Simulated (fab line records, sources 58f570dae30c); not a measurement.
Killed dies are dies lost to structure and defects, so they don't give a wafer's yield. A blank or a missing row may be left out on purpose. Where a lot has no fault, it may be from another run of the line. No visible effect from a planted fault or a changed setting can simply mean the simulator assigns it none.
fab line records -- flow berkeley-cmos170
record lots=13, wafers=39, last-day=14
route steps=331 shown NWELL@23 GATE@139 CONTACT@231
lots untouched by any fault: they come from a run of this same line in which no faults occurred
start-h: start of the lot's first displayed wafer, in hours after the record's first day -- wait-h: hours elapsed since this lot's preceding step -- " identical to the entry in the row above -- L1.1+2: a single row standing in for several wafers -- - no value present, or no start provided -- * or withheld: withheld -- < > ~ a bound
route shown NAME@n: names a module that has steps shown in the file, with the first one's number in the route -- usual: average and standard deviation across the fault-free wafers -- same: alike in all rows -- chamber/n: place in a boat -- sites: the reading at each site -- _std_site: the standard deviation of these -- _edge_site: outer sites' mean less inner sites' -- radius-mm: how far each site lies from the wafer's centre -- mask NAME#n: copy n -- behind: the last tool/chamber to shape the wafer -- hold: the reason the lot was held/the length of the hold in hours/how it ended -- device: transistor that didn't switch, given as n, p or np -- end of line: the route-end tests of the same wafers -- a step given without rows: its recipe and nothing more -- killed: not the wafer's yield, but the dies lost to structure and defects at the first sort -- map: per-die view of a wafer (x killed, . not killed, _ where there is no die)
set.NAME: the setting as run; set.NAME@STEP: as run at that earlier step -- model.NAME: the simulator's own value behind a step, which no gauge read
route steps across a sampled set of lots; one table per step, one row per wafer
services: the hour from which a tool's chamber was out of use, counted from the record's first day as start-h (under 0 if before that day), plus the number of hours and why
## steps
# step UCB170_NWELL_EXPOSE_09
# recipe mask-id=NWELL, target-cd-nm=3000, na=0.5, sigma-outer=0.6, source-shape=conventional, dose-mj=25
# usual exposure-dose-mJ-cm2=25.002/0.026, reticle-temp-C=23.01/0.11
lot.wafer,tool,chamber,start-h,wait-h,mask,exposure-dose-mJ-cm2,reticle-temp-C
L442.1,krf-scanner-02,0,37.90,0.2,NWELL#0,24.955,22.93
L442.5,krf-scanner-02,0,37.90,0.2,NWELL#0,25.011,22.95
L442.6,krf-scanner-02,0,37.90,0.2,NWELL#0,25.007,22.94
L443.3,krf-scanner-01,0,44.93,0.2,NWELL#0,25.007,23.15
L443.4,krf-scanner-01,0,44.93,0.2,NWELL#0,24.977,22.94
L443.6,krf-scanner-01,0,44.93,0.2,NWELL#0,24.988,23.02
L444.1,krf-scanner-01,0,51.94,0.2,NWELL#0,25.000,22.86
L444.5,krf-scanner-01,0,51.94,0.2,NWELL#0,25.031,22.80
L444.6,krf-scanner-01,0,51.94,0.2,NWELL#0,25.032,22.94
L445.1,krf-scanner-02,0,52.18,0.3,NWELL#0,25.009,23.07
L445.2,krf-scanner-02,0,52.18,0.3,NWELL#0,24.998,23.06
L445.6,krf-scanner-02,0,52.18,0.3,NWELL#0,24.982,23.07
L447.4,krf-scanner-01,0,59.66,0.3,NWELL#0,24.994,23.13
L447.5,krf-scanner-01,0,59.66,0.3,NWELL#0,25.026,23.13
L447.6,krf-scanner-01,0,59.66,0.3,NWELL#0,25.009,22.82
L448.1,krf-scanner-02,0,59.85,0.5,NWELL#0,30.715,23.17
L448.2,krf-scanner-02,0,59.85,0.5,NWELL#0,30.731,22.93
L448.3,krf-scanner-02,0,59.85,0.5,NWELL#0,30.707,22.92
L449.3,krf-scanner-02,0,77.71,0.5,NWELL#0,30.775,23.03
L449.4,krf-scanner-02,0,77.71,0.5,NWELL#0,30.766,23.13
L449.6,krf-scanner-02,0,77.71,0.5,NWELL#0,30.717,23.25
L455.2,krf-scanner-01,0,96.58,0.1,NWELL#0,24.999,23.03
L455.3,krf-scanner-01,0,96.58,0.1,NWELL#0,24.980,22.99
L455.6,krf-scanner-01,0,96.58,0.1,NWELL#0,24.932,22.97
L456.2,krf-scanner-01,0,105.10,0.1,NWELL#0,24.953,22.91
L456.3,krf-scanner-01,0,105.10,0.1,NWELL#0,24.981,22.86
L456.4,krf-scanner-01,0,105.10,0.1,NWELL#0,25.012,22.95
L458.1,krf-scanner-01,0,115.05,0.2,NWELL#0,25.009,23.15
L458.3,krf-scanner-01,0,115.05,0.2,NWELL#0,25.005,23.08
L458.6,krf-scanner-01,0,115.05,0.2,NWELL#0,25.007,23.08
L459.2,krf-scanner-01,0,124.65,0.2,NWELL#0,25.005,22.98
L459.4,krf-scanner-01,0,124.65,0.2,NWELL#0,25.011,22.98
L459.6,krf-scanner-01,0,124.65,0.2,NWELL#0,24.999,23.03
L464.1,krf-scanner-01,0,151.53,0.1,NWELL#0,25.036,23.07
L464.3,krf-scanner-01,0,151.53,0.1,NWELL#0,24.994,22.91
L464.4,krf-scanner-01,0,151.53,0.1,NWELL#0,25.036,23.07
L465.1,krf-scanner-01,0,162.77,0.4,NWELL#0,24.990,22.94
L465.3,krf-scanner-01,0,162.77,0.4,NWELL#0,25.029,22.98
L465.5,krf-scanner-01,0,162.77,0.4,NWELL#0,25.029,23.06
# step UCB170_GATE_OVL_MEAS_13
# usual GATE_OVL=-3/6
lot.wafer,tool,chamber,start-h,wait-h,GATE_OVL[nm]
L442.1,overlay-02,-,159.27,0.1,-5
L442.5,overlay-02,-,159.27,0.1,-8
L442.6,overlay-02,-,159.27,0.1,-8
L443.3,overlay-02,-,170.21,0.1,3
L443.4,overlay-02,-,170.21,0.1,0
L443.6,overlay-02,-,170.21,0.1,5
L445.1,overlay-01,-,170.43,0.1,-6
L445.2,overlay-01,-,170.43,0.1,-10
L445.6,overlay-01,-,170.43,0.1,-14
L444.1,overlay-02,-,170.55,0.1,-9
L444.5,overlay-02,-,170.55,0.1,-6
L444.6,overlay-02,-,170.55,0.1,0
L447.4,overlay-01,-,185.02,0.1,1
L447.5,overlay-01,-,185.02,0.1,0
L447.6,overlay-01,-,185.02,0.1,-8
L448.1,overlay-02,-,185.07,0.1,-6
L448.2,overlay-02,-,185.07,0.1,0
L448.3,overlay-02,-,185.07,0.1,-11
L449.3,overlay-02,-,193.22,0.1,-14
L449.4,overlay-02,-,193.22,0.1,-12
L449.6,overlay-02,-,193.22,0.1,-12
L455.2,overlay-02,-,219.32,0.1,0
L455.3,overlay-02,-,219.32,0.1,-9
L455.6,overlay-02,-,219.32,0.1,0
L456.2,overlay-02,-,233.00,0.1,-6
L456.3,overlay-02,-,233.00,0.1,0
L456.4,overlay-02,-,233.00,0.1,-7
L459.2,overlay-01,-,243.09,0.1,3
L459.4,overlay-01,-,243.09,0.1,-4
L459.6,overlay-01,-,243.09,0.1,1
L458.1,overlay-02,-,243.82,0.1,4
L458.3,overlay-02,-,243.82,0.1,6
L458.6,overlay-02,-,243.82,0.1,6
L464.1,overlay-01,-,277.58,0.1,-20
L464.3,overlay-01,-,277.58,0.1,-10
L464.4,overlay-01,-,277.58,0.1,-4
L465.1,overlay-01,-,280.88,0.1,2
L465.3,overlay-01,-,280.88,0.1,1
L465.5,overlay-01,-,280.88,0.1,10
# step UCB170_CONTACT_CD_MEAS_15
# recipe target-cd-nm=700
# usual cd-nm=700.6/1.3
lot.wafer,tool,chamber,start-h,wait-h,cd-nm
L442.1,cd-sem-02,-,180.78,-,702.2
L442.5,cd-sem-02,-,180.78,-,701.8
L442.6,cd-sem-02,-,180.78,-,700.4
L445.1,cd-sem-02,-,191.34,-,700.7
L445.2,cd-sem-02,-,191.34,-,701.1
L445.6,cd-sem-02,-,191.34,-,700.8
L443.3,cd-sem-01,-,191.62,-,698.8
L443.4,cd-sem-01,-,191.62,-,698.5
L443.6,cd-sem-01,-,191.62,-,699.1
L444.1,cd-sem-01,-,192.21,-,701.4
L444.5,cd-sem-01,-,192.21,-,700.0
L444.6,cd-sem-01,-,192.21,-,701.3
L448.1,cd-sem-02,-,207.48,-,699.4
L448.2,cd-sem-02,-,207.48,-,700.7
L448.3,cd-sem-02,-,207.48,-,699.1
L447.4,cd-sem-01,-,207.81,-,700.6
L447.5,cd-sem-01,-,207.81,-,700.3
L447.6,cd-sem-01,-,207.81,-,702.1
L449.3,cd-sem-02,-,218.26,-,697.8
L449.4,cd-sem-02,-,218.26,-,698.6
L449.6,cd-sem-02,-,218.26,-,699.4
L455.2,cd-sem-02,-,243.16,-,698.8
L455.3,cd-sem-02,-,243.16,-,697.8
L455.6,cd-sem-02,-,243.16,-,700.3
L456.2,cd-sem-02,-,257.20,-,701.6
L456.3,cd-sem-02,-,257.20,-,702.6
L456.4,cd-sem-02,-,257.20,-,700.9
L458.1,cd-sem-02,-,267.05,-,700.2
L458.3,cd-sem-02,-,267.05,-,701.3
L458.6,cd-sem-02,-,267.05,-,699.9
L459.2,cd-sem-01,-,267.52,-,700.8
L459.4,cd-sem-01,-,267.52,-,700.2
L459.6,cd-sem-01,-,267.52,-,698.9
L464.1,cd-sem-02,-,302.62,-,702.0
L464.3,cd-sem-02,-,302.62,-,702.3
L464.4,cd-sem-02,-,302.62,-,702.0
L465.1,cd-sem-02,-,304.64,-,699.9
L465.3,cd-sem-02,-,304.64,-,700.6
L465.5,cd-sem-02,-,304.64,-,700.5
# step UCB170_CONTACT_OVL_MEAS_16
# usual CONTACT_OVL=4/5.1
lot.wafer,tool,chamber,start-h,wait-h,CONTACT_OVL[nm]
L442.1,overlay-02,-,180.90,0.1,10
L442.5,overlay-02,-,180.90,0.1,10
L442.6,overlay-02,-,180.90,0.1,9
L445.1,overlay-01,-,191.46,0.1,5
L445.2,overlay-01,-,191.46,0.1,5
L445.6,overlay-01,-,191.46,0.1,5
L443.3,overlay-02,-,191.71,0.1,2
L443.4,overlay-02,-,191.71,0.1,1
L443.6,overlay-02,-,191.71,0.1,2
L444.1,overlay-01,-,192.33,0.1,9
L444.5,overlay-01,-,192.33,0.1,4
L444.6,overlay-01,-,192.33,0.1,6
L448.1,overlay-02,-,207.60,0.1,-3
L448.2,overlay-02,-,207.60,0.1,3
L448.3,overlay-02,-,207.60,0.1,6
L447.4,overlay-01,-,207.89,0.1,-5
L447.5,overlay-01,-,207.89,0.1,2
L447.6,overlay-01,-,207.89,0.1,11
L449.3,overlay-02,-,218.35,0.1,8
L449.4,overlay-02,-,218.35,0.1,10
L449.6,overlay-02,-,218.35,0.1,1
L455.2,overlay-01,-,243.26,0.1,19
L455.3,overlay-01,-,243.26,0.1,10
L455.6,overlay-01,-,243.26,0.1,8
L456.2,overlay-01,-,257.30,0.1,7
L456.3,overlay-01,-,257.30,0.1,5
L456.4,overlay-01,-,257.30,0.1,-2
L458.1,overlay-01,-,267.17,0.1,8
L458.3,overlay-01,-,267.17,0.1,9
L458.6,overlay-01,-,267.17,0.1,6
L459.2,overlay-01,-,267.62,0.1,10
L459.4,overlay-01,-,267.62,0.1,14
L459.6,overlay-01,-,267.62,0.1,12
L464.1,overlay-01,-,302.74,0.1,1
L464.3,overlay-01,-,302.74,0.1,0
L464.4,overlay-01,-,302.74,0.1,7
L465.1,overlay-02,-,304.76,0.1,-1
L465.3,overlay-02,-,304.76,0.1,-1
L465.5,overlay-02,-,304.76,0.1,1
## services
tool,chamber,start-h,hours,kind
krf-scanner-01,-,33.66,0.8,pm
krf-scanner-02,-,35.61,1.3,pm
krf-scanner-02,-,87.86,0.8,pm
krf-scanner-02,-,89.31,1.7,repair
krf-scanner-01,-,96.98,1.0,pm
krf-scanner-01,-,125.54,3.6,pm
krf-scanner-02,0,140.90,-,calibration
krf-scanner-01,-,150.34,0.4,repair
## key
first-sign step=UCB170_NWELL_EXPOSE_09, reading=exposure-dose-mJ-cm2, direction=up, sigmas=99+, usual=25.002, struck=30.735
effect none on later readings
met-at UCB170_NWELL_EXPOSE_09
struck-lots L448,L449
tester-left-out L448,L449
not-acting-at UCB170_GATE_OVL_MEAS_13,UCB170_CONTACT_CD_MEAS_15,UCB170_CONTACT_OVL_MEAS_16
onset-between 52.18 59.85
fault kind=process-parameter-drift, tool=krf-scanner-02, chamber=-, onset-h=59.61, steps=UCB170_NWELL_EXPOSE_09, channel=dose-mj, offset=5.7161, shape=step, acts-in=these-recipes-only, stated=25
# tester-left-out: of these lots the tester's yield and bins aren't shown, on N5 and GAA mostly nor the transistor test; their killed dies are dies lost to structure and defects alone, not to doping, threshold or leakage, so they don't give the yield
